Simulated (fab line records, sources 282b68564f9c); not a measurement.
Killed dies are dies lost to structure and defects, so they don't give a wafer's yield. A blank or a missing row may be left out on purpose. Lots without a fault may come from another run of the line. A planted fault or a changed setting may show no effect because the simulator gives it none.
Problem report in the 8D (eight disciplines) form, filled by code | flow rit_cmos | the parts of the form that need people (team, actions taken, sign-off) are left out

1. THE PROBLEM
ACTIVE_OXIDE_THK at RIT_ACTIVE_THK_MEAS_02 reads a mean of 54.3 nm on 9 wafers of 3 lots; wafers without a fault read 47.1 nm with a standard deviation of 0.97. That is +7.4 standard deviations from the usual mean.
First seen on wafer L474.3, day 4 11:02, on film_metro-01. The record holds 45 wafers of 15 lots with a number at this step. Rule for "out", or "out of limits": more than 4 standard deviations from the usual mean. The other wafers with a number count as sound.

2. WHAT IT IS AND WHAT IT IS NOT
question                    | is                           | is not
which readings at this step | ACTIVE_OXIDE_THK             | -
which lots                  | L474, L476, L478             | L460, L461, L463, L464, L466, L467, L468, L471, L472, L475, L481, L482
which wafers of those lots  | all that have a number       | -
read on which gauges        | film_metro-01, film_metro-04 | film_metro-02
when                        | from day 4 11:02             | up to then (27 sound wafers); but 9 sound wafers of L475, L481, L482 came after

3. SUSPECTS, AND WHAT RULES EACH OUT
Counting: a tool at a process step up to the reading stays a suspect if it ran every lot that is out and no sound lot after the first of them.
- the gauge at RIT_ACTIVE_THK_MEAS_02: ruled out. The wafers that are out were read on 2 gauges (film_metro-01, film_metro-04).
- furnace-01 at RIT_ACTIVE_OXIDATION_01 (target thk 46.8 nm, ox time 3360 s): kept. It ran every lot that is out, first L474 (day 4 09:05), and no sound lot after that; its last sound lot up to then is L472 (day 3 22:07). Its own readings are out on those wafers: spike_tc_centre_C, spike_tc_load_C, spike_tc_source_C, tube_center_temp_C, tube_center_temp_C_max.
Left after counting: furnace-01 at RIT_ACTIVE_OXIDATION_01.

4. THE CAUSE (what the simulator had put in)
Process parameter drift: furnace-01, from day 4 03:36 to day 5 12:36, at RIT_ACTIVE_OXIDATION_01. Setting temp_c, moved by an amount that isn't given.
Counting left only this tool.

5. THE CHAIN OF EFFECTS, in route order
Each row: a reading whose mean over the struck wafers that have a number lies more than 3 standard deviations from the usual. Only readings for which the record gives a usual standard deviation are gone through. hours: the time from each lot's start at the first step in this table that gives one to its start at this step, as a median over the lots. sigmas: the change in usual standard deviations.
hours | step                    | reading                | usual    | on struck wafers | change | sigmas
0     | RIT_ACTIVE_OXIDATION_01 | spike_tc_centre_C      | 1002.5 C | 1016.5           | +14.0  | +13
0     | RIT_ACTIVE_OXIDATION_01 | spike_tc_load_C        | 1029.7 C | 1044.7           | +15.0  | +11
0     | RIT_ACTIVE_OXIDATION_01 | spike_tc_source_C      | 1025.2 C | 1041.1           | +15.9  | +11
0     | RIT_ACTIVE_OXIDATION_01 | tube_center_temp_C     | 1000 C   | 1015             | +15    | +99 or more
0     | RIT_ACTIVE_OXIDATION_01 | tube_center_temp_C_max | 1002.6   | 1017.6           | +15.0  | +34
2     | RIT_ACTIVE_THK_MEAS_02  | ACTIVE_OXIDE_THK       | 47.1 nm  | 54.3             | +7.2   | +7.4
The process steps in it:
- RIT_ACTIVE_OXIDATION_01: target thk 46.8 nm, ox time 3360 s.
Later measuring or inspecting steps at which every struck wafer that the step has a row for has a number for every such reading, and none has moved that far: RIT_WELLDRIVE_RS_MEAS_02, RIT_PSD_TW_MEAS_10.

6. WHAT WOULD HAVE CAUGHT IT SOONER
In this record the first reading out of limits at a measuring or inspecting step was taken at day 4 11:02, 7 hours after the fault began at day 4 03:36.
The tool's own readings at RIT_ACTIVE_OXIDATION_01 were out on every struck wafer that the step has a row for (spike_tc_centre_C, spike_tc_load_C, spike_tc_source_C, tube_center_temp_C, tube_center_temp_C_max): an alarm limit on them would have fired on the first of those.
Of the lots that are out (3), L476, L478 began RIT_ACTIVE_OXIDATION_01 on furnace-01 after day 4 11:02. A hold on the tool at that time would have spared those 2.
